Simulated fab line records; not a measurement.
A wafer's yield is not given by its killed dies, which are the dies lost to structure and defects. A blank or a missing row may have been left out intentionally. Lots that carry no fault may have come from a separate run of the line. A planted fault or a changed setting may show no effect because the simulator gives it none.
Code-filled problem report in 8D (eight disciplines) form	flow berkeley-cmos170	the parts of the form that need people (team, actions taken, sign-off) are left out

## 1. THE ISSUE
Mean of spin-speed-rpm at UCB170_BACKSIDE_COAT_01: 1388.9 rpm across 6 wafers in 2 lots; on wafers with no fault it is 1499.9 rpm (standard deviation 1.2). That is -93 standard deviations from the usual mean.
The step: resist thk 900 nm.
Seen first at day 10 08:56 on litho-track-02, wafer L653.2. At this step, 42 wafers from 14 lots have a number in the record. Rule for "out" (also "out of limits"): further than 4 standard deviations from the usual mean. All remaining wafers that have a number are taken as sound.

## 2. WHAT IT IS; WHAT IT IS NOT
question	is	is not
which readings at this step	spin-speed-rpm	-
which lots	L653, L654	L643, L644, L646, L648, L649, L657, L658, L660, L661, L663, L664, L666
which wafers of those lots	all that have a number	-
read on which tools	litho-track-02	litho-track-01, litho-track-04
when	from day 10 08:56	up to then (15 sound wafers); but 21 sound wafers of L657, L658, L660, L661, L663, L664, L666 came after

## 3. WHAT RULES OUT EACH SUSPECT
Counting: any tool at a process step up to the reading is kept as a suspect provided that every lot that is out went through it and no sound lot did after the first of them.
- litho-track-02 at UCB170_BACKSIDE_COAT_01 (resist thk 900 nm): kept. Every lot that is out went through it, starting with L653 (day 10 08:56), and after that it ran no sound lot; the last sound lot it ran before then is L646 (day 8 16:23). Its own spin-speed-rpm readings are out on those wafers.
The count leaves litho-track-02 at UCB170_BACKSIDE_COAT_01.

## 4. THE CAUSE (what the simulator had put in)
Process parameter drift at UCB170_BACKSIDE_COAT_01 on litho-track-02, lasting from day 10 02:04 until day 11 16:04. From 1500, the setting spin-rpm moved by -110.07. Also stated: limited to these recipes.
After counting, this tool was the only one left.

## 5. THE EFFECT CHAIN, in route order
Rows list readings where the struck wafers' mean (over those with a number) sits beyond 3 standard deviations from the usual. Scope: only readings with a usual standard deviation given in the record; hours: median across lots of the time from each lot's start at the first step in this table that gives one to its start at this step; sigmas: change in usual standard deviations.
hours	step	reading	usual	on struck wafers	change	sigmas
0	UCB170_BACKSIDE_COAT_01	spin-speed-rpm	1499.9 rpm	1388.9	-111.0	-93
0	UCB170_BACKSIDE_STRIP_03	strip-time-to-endpoint-s	21.97 s	22.83	+0.86	+13
Process steps it contains:
- UCB170_BACKSIDE_COAT_01: resist thk 900 nm.
- UCB170_BACKSIDE_STRIP_03: strips in O2.
Later steps that measure or inspect, where all struck wafers having a row at the step show a number for every such reading and not one has moved that far: UCB170_CONTACT_CD_MEAS_15.

## 6. HOW IT WOULD HAVE BEEN CAUGHT EARLIER
The fault began at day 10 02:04; the first out-of-limits reading in this record came at day 10 08:56, 7 hours later.
